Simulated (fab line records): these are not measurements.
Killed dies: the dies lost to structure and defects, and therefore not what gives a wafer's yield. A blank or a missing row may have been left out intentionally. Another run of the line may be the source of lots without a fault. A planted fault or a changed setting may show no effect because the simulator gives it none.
A struck lot beside a sound one + flow rit cmos + 30 out of 202 route steps
Sound: these wafers, L698.4, L698.5, L698.6. Wafers L688.1, L688.4, L688.5 were the ones struck. The cause comes at the end.
Order at every step that has rows: each side's tool, ch and its chambers, its first start. Under that, the readings that differ: sound wafers + struck wafers + difference of the means + sigmas: that difference in standard deviations of wafers without a fault.
alike: a reading whose means differ by less than 2 such deviations, as well as words and numbers matching on both sides. not compared: withheld readings; readings where some wafer has no value; bounds like >300 that might hide an equal value; numbers whose values overlap and for which the record gives no deviation.
Wherever a step has rows on one side only, a row that says differs or no value, or a row with sigmas, the two part there. Numbers that don't overlap but have no deviation are shown without sigmas and don't part them. A reading that every wafer of one side lacks parts them only if that side has two wafers or more.

RIT_FOX2_THK_MEAS_01:
  sound on film metro-01, day 4 04:49; struck on film metro-02, day 2 01:11
| reading             | sound       | struck      | difference | sigmas |
|---------------------|-------------|-------------|------------|--------|
| FOX2_OXIDE_THK (nm) | 344 347 340 | 365 366 362 | +21        | +3     |
then, 2 steps without rows for these wafers: RIT_FOX2_CLEAN_02 (cleans in dHF, time 180 s); RIT_FOX2_WET_ETCH_03 (etches Si3N4 in H3PO4, target depth 195 nm, time 2700 s).
RIT_FOX2_THK_MEAS_90:
  sound on film metro-02, day 4 05:46; struck on film metro-01, day 2 02:04
| reading                     | sound       | struck      | difference | sigmas |
|-----------------------------|-------------|-------------|------------|--------|
| FIELD_OXIDE_LEFT_1_THK (nm) | 317 319 312 | 337 338 334 | +20        | +3     |
then, 6 steps without rows for these wafers: RIT_NWELL_HMDS_00 (prime time 60 s); RIT_NWELL_COAT_01 (resist thk 1300 nm); RIT_NWELL_SOFTBAKE_02 (time 60 s); RIT_NWELL_EXPOSE_03 (exposes mask M2, target cd 43900 nm); RIT_NWELL_PEB_04; RIT_NWELL_DEVELOP_05 (develop time 68 s).
RIT_NWELL_OVL_MEAS_06:
  sound on overlay-02, day 4 06:41; struck on overlay-02, day 2 03:00
  alike: NWELL_OVL
then, 1 step without rows for these wafers: RIT_NWELL_HARDBAKE_07 (time 120 s).
RIT_NWELL_IMPLANT_08:
  sound on implanter-01 ch 0, day 4 07:02; struck on implanter-04 ch 0, day 2 03:36
RIT_NWELL_STRIP_09: strips in O2, time 180 s.
  sound on plasma asher-02 ch 0,1, day 4 07:10; struck on plasma asher-02 ch 1, day 2 03:45
  alike: drypump motor current A
  not compared: rf hours counter h
RIT_NWELL_TW_MEAS_10:
  sound on film metro-04, day 4 07:19; struck on film metro-02, day 2 03:55
| reading  | sound          | struck         | difference | sigmas |
|----------|----------------|----------------|------------|--------|
| NWELL_TW | 2139 2131 2139 | 2654 2667 2686 | +533       | +21    |
then, 6 steps without rows for these wafers: RIT_PWELL_HMDS_00 (prime time 60 s); RIT_PWELL_COAT_01 (resist thk 1300 nm); RIT_PWELL_SOFTBAKE_02 (time 60 s); RIT_PWELL_EXPOSE_03 (exposes mask M3, target cd 43700 nm); RIT_PWELL_PEB_04; RIT_PWELL_DEVELOP_05 (develop time 68 s).
RIT_PWELL_OVL_MEAS_06:
  sound on overlay-01, day 4 08:24; struck on overlay-02, day 2 04:56
  alike: PWELL_OVL
then, 2 steps without rows for these wafers: RIT_PWELL_HARDBAKE_07 (time 120 s); RIT_PWELL_IMPLANT_08.
RIT_PWELL_STRIP_09: strips in O2, time 180 s.
  sound on plasma asher-03 ch 0,1, day 4 09:02; struck on plasma asher-04 ch 0,1, day 2 05:22
| reading                     | sound       | struck      | difference | sigmas |
|-----------------------------|-------------|-------------|------------|--------|
| drypump motor current A (A) | 5.7 5.7 6.0 | 5.0 5.5 5.0 | -0.6       | -2     |
  not compared: rf hours counter h
RIT_PWELL_TW_MEAS_10:
  sound on film metro-04, day 4 09:10; struck on film metro-01, day 2 05:33
| reading  | sound       | struck      | difference | sigmas |
|----------|-------------|-------------|------------|--------|
| PWELL_TW | 957 955 951 | 930 926 930 | -26        | -2     |
then, 1 step without rows for these wafers: RIT_WELLDRIVE_ANNEAL_00 (time 14700 s).
RIT_WELLDRIVE_RS_MEAS_01: measures by four-point-probe.
  sound on film metro-02, day 4 14:46; struck on film metro-01, day 2 11:15
| reading           | sound             | struck            | difference | sigmas      |
|-------------------|-------------------|-------------------|------------|-------------|
| NWELL_RS (ohm/sq) | 275.3 274.7 275.6 | 182.0 182.2 182.6 | -92.9      | -99 or more |
RIT_WELLDRIVE_RS_MEAS_02: measures by four-point-probe.
  sound on film metro-02, day 4 14:53; struck on film metro-01, day 2 11:22
  alike: PWELL_RS
RIT_M1_PROBE_99:
  sound on prober-01, day 5 21:40; struck on prober-01, day 3 18:29
  alike: killed at contacts, killed at front end, killed dies, killed open, killed short

== WHERE THEY PART ==
Last at RIT_WELLDRIVE_RS_MEAS_01 as far as this record goes, first at RIT_FOX2_THK_MEAS_01. Later steps at which nothing parts them and some readings are alike: RIT_WELLDRIVE_RS_MEAS_02, RIT_M1_PROBE_99.

WHY: the cause the simulator had injected
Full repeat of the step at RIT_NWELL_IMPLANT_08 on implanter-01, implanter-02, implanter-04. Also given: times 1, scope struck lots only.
